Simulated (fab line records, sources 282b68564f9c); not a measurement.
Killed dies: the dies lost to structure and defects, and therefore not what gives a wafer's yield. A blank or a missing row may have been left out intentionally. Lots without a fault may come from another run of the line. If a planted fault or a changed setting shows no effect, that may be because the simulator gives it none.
A struck lot beside a sound one || flow rit_cmos || 15 steps out of a route of 202
Sound: wafers L740.2, L740.3, L740.5. Struck: wafers L755.1, L755.2, L755.6. At the end, the cause is stated.
Each step with rows lists, per side, the tool, then ch with its chambers, then its first start. Under that, the readings that differ: sound wafers || struck wafers || difference of the means || sigmas: that difference in standard deviations of wafers without a fault.
alike: words and numbers the same on both sides, and readings whose means are apart by under 2 such deviations; not compared: readings that were withheld, readings missing a value for some wafer, numbers with overlapping values and no deviation given by the record, and bounds like >300 which may hide the same value.
The two part at a step that has a row with sigmas, a row that says differs or no value, or rows on one side only. Numbers that have no deviation but don't overlap get no sigmas and don't part them. A reading that every wafer of one side lacks parts them only if that side has two wafers or more.

first, 6 steps without rows for these wafers: RIT_GATE_HMDS_10 (prime time 60 s); RIT_GATE_COAT_11 (resist thk 850 nm); RIT_GATE_SOFTBAKE_12 (time 60 s); RIT_GATE_EXPOSE_13 (exposes mask M6, target cd 150 nm); RIT_GATE_PEB_14; RIT_GATE_DEVELOP_15 (develop time 50 s).
RIT_GATE_CD_MEAS_16 targets a cd of 150 nm.
  sound on cd_sem-02, day 2 13:56; struck on cd_sem-01, day 6 02:41
  alike: cd_nm
RIT_GATE_OVL_MEAS_17:
  sound on overlay-02, day 2 14:02; struck on overlay-01, day 6 02:48
  alike: GATE_OVL
then, 1 step without rows for these wafers: RIT_GATE_HARDBAKE_18 (time 60 s).
RIT_GATE_ETCH_19: etches poly-Si in SF6/CHF3/O2, stops on SiO2, time 165 s, target depth 312.5 nm.
  sound on rie_si-01 ch 1,2, day 2 14:13; struck on rie_si-02 ch 0,2,3, day 6 02:59
  alike: drypump_motor_current_A, oes_product_au, throttle_valve_pct
  not compared: rf_hours_counter_h
RIT_GATE_STRIP_20: strips in O2, time 180 s.
  sound on plasma_asher-02 ch 0,1, day 2 14:20; struck on plasma_asher-03 ch 0,1, day 6 03:06
  alike: drypump_motor_current_A, rf_refl_power_W
  not compared: rf_hours_counter_h
RIT_GATE_CD_MEAS_90 targets a cd of 150 nm.
  sound on cd_sem-01, day 2 14:31; struck on cd_sem-01, day 6 03:16
  alike: cd_nm
RIT_REOX_CLEAN_00: cleans in SC1, time 600 s.
  sound on wet_bench-03 ch 0, day 2 14:37; struck on wet_bench-03 ch 1, day 6 03:23
{"reading": "run_length_s (s)", "sound": "626.1 626.1 626.1", "struck": "303.3 303.3 303.3", "difference": -322.8, "sigmas": "-99 or more"}
then, 1 step without rows for these wafers: RIT_REOX_CLEAN_01 (cleans in dHF, time 30 s).
RIT_M1_PROBE_99:
  sound on prober-02, day 3 11:05; struck on prober-01, day 7 00:15
  alike: killed_at_contacts, killed_at_front_end, killed_dies, killed_open, killed_short

WHERE THEY PART
RIT_REOX_CLEAN_00 only, going by this record. Later steps at which nothing parts them and some readings are alike: RIT_M1_PROBE_99.

WHY: what had been put in by the simulator
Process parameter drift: wet_bench-03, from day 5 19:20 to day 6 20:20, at RIT_REOX_CLEAN_00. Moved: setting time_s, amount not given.
